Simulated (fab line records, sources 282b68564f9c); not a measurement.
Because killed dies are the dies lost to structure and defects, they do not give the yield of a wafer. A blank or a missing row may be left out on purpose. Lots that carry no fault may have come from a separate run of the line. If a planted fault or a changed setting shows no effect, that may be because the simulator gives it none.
8D (eight disciplines) problem report, filled in by code :: flow ritCmos :: the parts of the form that need people (team, actions taken, sign-off) are left out

== 1. PROBLEM STATEMENT ==
Wafers free of any fault read 0.2 nm (standard deviation 1.4) for NSD_OVL at RIT_NSD_OVL_MEAS_06, against a mean of 3490.8 nm on 9 wafers of 3 lots. That is +99 or more standard deviations from the usual mean.
Seen first at day 5 22:49 on overlay-02, wafer L747.2. The record holds 45 wafers of 15 lots with a number at this step. By rule, "out" or "out of limits" means more than 4 standard deviations away from the usual mean. The rest of the wafers with a number are treated as sound.

== 2. WHAT IT IS; WHAT IT IS NOT ==
question: which readings at this step
is: NSD_OVL
is not: -

question: which lots
is: L747, L748, L750
is not: L733, L735, L738, L739, L740, L741, L742, L745, L746, L751, L753, L756

question: which wafers of those lots
is: all that have a number
is not: -

question: read on which gauges
is: overlay-01, overlay-02
is not: -

question: when
is: from day 5 22:49
is not: up to then (27 sound wafers); but 9 sound wafers of L751, L753, L756 came after

== 3. WHAT RULES OUT EACH SUSPECT ==
Counting: a tool at any process step up to the reading remains a suspect when it ran all the lots that are out and ran no sound lot after the first of those.
- the gauge at RIT_NSD_OVL_MEAS_06 is ruled out. 2 gauges (overlay-01, overlay-02) read the wafers that are out.
- ilineStepper-01 at RIT_NSD_EXPOSE_03 (exposes mask M9, target cd 40700 nm): kept. Every lot that is out went through it, starting with L747 (day 5 22:25), and after that it ran no sound lot; the last sound lot it ran before then is L745 (day 5 14:49).
The count leaves ilineStepper-01 at RIT_NSD_EXPOSE_03.

== 4. THE CAUSE (what the simulator had put in) ==
Scanner matching overlay: ilineStepper-01, from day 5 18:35 on, at RIT_NSD_EXPOSE_03. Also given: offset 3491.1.
This tool alone remained once counting was done.

== 5. THE EFFECT CHAIN, in route order ==
Each row: a reading where the mean over the struck wafers with a number is more than 3 standard deviations away from the usual. Scope: only readings with a usual standard deviation given in the record; hours: median across lots of the time from each lot's start at the first step in this table that gives one to its start at this step; sigmas: change in usual standard deviations.
hours: 0
step: RIT_NSD_OVL_MEAS_06
reading: NSD_OVL
usual: 0.2 nm
on struck wafers: 3490.8
change: +3490.6
sigmas: +99 or more

hours: 10
step: RIT_M1_PROBE_99
reading: killedAtFrontEnd
usual: 7
on struck wafers: 250
change: +243
sigmas: +76

hours: 10
step: RIT_M1_PROBE_99
reading: killedDies
usual: 7
on struck wafers: 250
change: +243
sigmas: +76

hours: 10
step: RIT_M1_PROBE_99
reading: killedOnRim
usual: 1.9
on struck wafers: 66.3
change: +64.4
sigmas: +43
It contains these process steps:
- RIT_M1_PROBE_99

== 6. HOW IT WOULD HAVE BEEN CAUGHT EARLIER ==
The first out-of-limits reading at a measuring or inspecting step in this record came at day 5 22:49, 4 hours after the fault's start at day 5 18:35.
Among the 3 lots that are out, L748, L750 began RIT_NSD_EXPOSE_03 on ilineStepper-01 after day 5 22:49. A hold on the tool at that time would have spared those 2.
